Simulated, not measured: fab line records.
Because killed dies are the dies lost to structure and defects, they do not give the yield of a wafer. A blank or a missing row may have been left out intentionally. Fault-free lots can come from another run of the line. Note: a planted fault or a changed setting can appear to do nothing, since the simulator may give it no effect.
Which tool is to blame? :: flow berkeley-cmos170 :: 7 lots, 21 wafers sampled, at 1 step of a route of 331

WHAT THE GAUGES READ, wafer by wafer
UCB170_M1_OVL_MEAS_10.
lot: L332
measured: day 8 19:24
on: overlay-02
M1_OVL (nm): 5 1 4

lot: L334
measured: day 8 20:47
on: overlay-01
M1_OVL (nm): -4 -3 -2

lot: L338
measured: day 9 13:14
on: overlay-01
M1_OVL (nm): 4 -3 -4

lot: L342
measured: day 10 05:58
on: overlay-01
M1_OVL (nm): -1 12 9

lot: L345
measured: day 11 07:26
on: overlay-02
M1_OVL (nm): 13 11 16

lot: L351
measured: day 12 12:43
on: overlay-01
M1_OVL (nm): 5 8 7

lot: L353
measured: day 12 14:01
on: overlay-02
M1_OVL (nm): 6 5 7

WHAT TOOL EACH LOT RAN ON (gives the tool, then ch and the chambers of the sampled wafers, and finally the start)
Record: no process step prior to these readings.

THE ANSWER, worked out from the rows above alone
Rule: what is usual is taken from the lots themselves. Put in order of their means at a reading, lots are off if they are a third of the lots or fewer, leave a main group of 4 or more, and stand apart from it by a gap of 3 or more times the standard deviation of the main group's means; of several such gaps the widest counts. A main group whose means are all the same, to the digits that the tables above print for the reading, isn't used. Also off: a lot with no number at a reading for which 4 or more lots have one. Where the step has rows for the other lots, those lots are counted as sound.
Across all readings shown, no lot is off: no conclusion can be drawn from this.

WHAT HAD BEEN PUT IN BY THE SIMULATOR
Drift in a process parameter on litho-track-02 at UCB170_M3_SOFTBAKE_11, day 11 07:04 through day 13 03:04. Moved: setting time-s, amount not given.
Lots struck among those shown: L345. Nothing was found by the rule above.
